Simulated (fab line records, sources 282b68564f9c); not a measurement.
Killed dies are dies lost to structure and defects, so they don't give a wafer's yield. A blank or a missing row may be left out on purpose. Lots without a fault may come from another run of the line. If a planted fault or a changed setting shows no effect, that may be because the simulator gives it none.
The tool behind it: which one? -- flow rit cmos -- 7 lots, 21 wafers sampled, at 2 steps of a route of 202

## WHAT EACH GAUGE READ, for each wafer
RIT_ACTIVE_THK_MEAS_04.
lot,measured,on,ACTIVE_NITRIDE_THK (nm)
L394,day 1 23:32,film metro-02,148.3 148.1 147.0
L396,day 2 10:05,film metro-04,149.5 150.4 149.2
L398,day 2 19:32,film metro-03,150.4 149.1 149.8
L404,day 4 02:29,film metro-04,251.4 251.5 251.8
L406,day 4 12:31,film metro-03,148.1 149.7 149.6
L409,day 5 02:52,film metro-03,150.4 150.3 152.0
L414,day 6 04:26,film metro-04,149.2 149.4 148.9

## WHICH TOOL RAN EACH LOT (tool, then ch and the chambers of the sampled wafers, then the start)
lot,RIT_ACTIVE_CVD_03
L394,"lpcvd-02 ch 1, day 1 22:07"
L396,"lpcvd-01 ch 1, day 2 08:40"
L398,"lpcvd-01 ch 0, day 2 18:07"
L404,"lpcvd-01 ch 0, day 4 00:21"
L406,"lpcvd-02 ch 1, day 4 11:04"
L409,"lpcvd-01 ch 1, day 5 01:28"
L414,"lpcvd-02 ch 0, day 6 03:00"
- RIT_ACTIVE_CVD_03: deposits Si3N4 from SiH2Cl2/NH3, target thk 150 nm, time 1500 s.

## THE ANSWER, worked out from the rows above alone
Rule: what is usual is taken from the lots themselves. Put in order of their means at a reading, lots are off if they are a third of the lots or fewer, leave a main group of 4 or more, and stand apart from it by a gap of 3 or more times the standard deviation of the main group's means; of several such gaps the widest counts. A main group whose means are all the same, to the digits that the tables above print for the reading, isn't used. A lot without any number at a reading at which 4 lots or more have one is off too. Where the step has rows for the other lots, those lots are counted as sound.
Off: L404, at RIT_ACTIVE_THK_MEAS_04 (ACTIVE_NITRIDE_THK). The main group has a mean of 149.4 nm with a standard deviation of 0.93.
If a tool, at a process step before that reading, ran all the lots that are off and no sound lot after the first of them, it fits. The gauges at RIT_ACTIVE_THK_MEAS_04 are tried like those tools. Not one of the candidates tried fits.

## WHAT THE SIMULATOR PUT IN
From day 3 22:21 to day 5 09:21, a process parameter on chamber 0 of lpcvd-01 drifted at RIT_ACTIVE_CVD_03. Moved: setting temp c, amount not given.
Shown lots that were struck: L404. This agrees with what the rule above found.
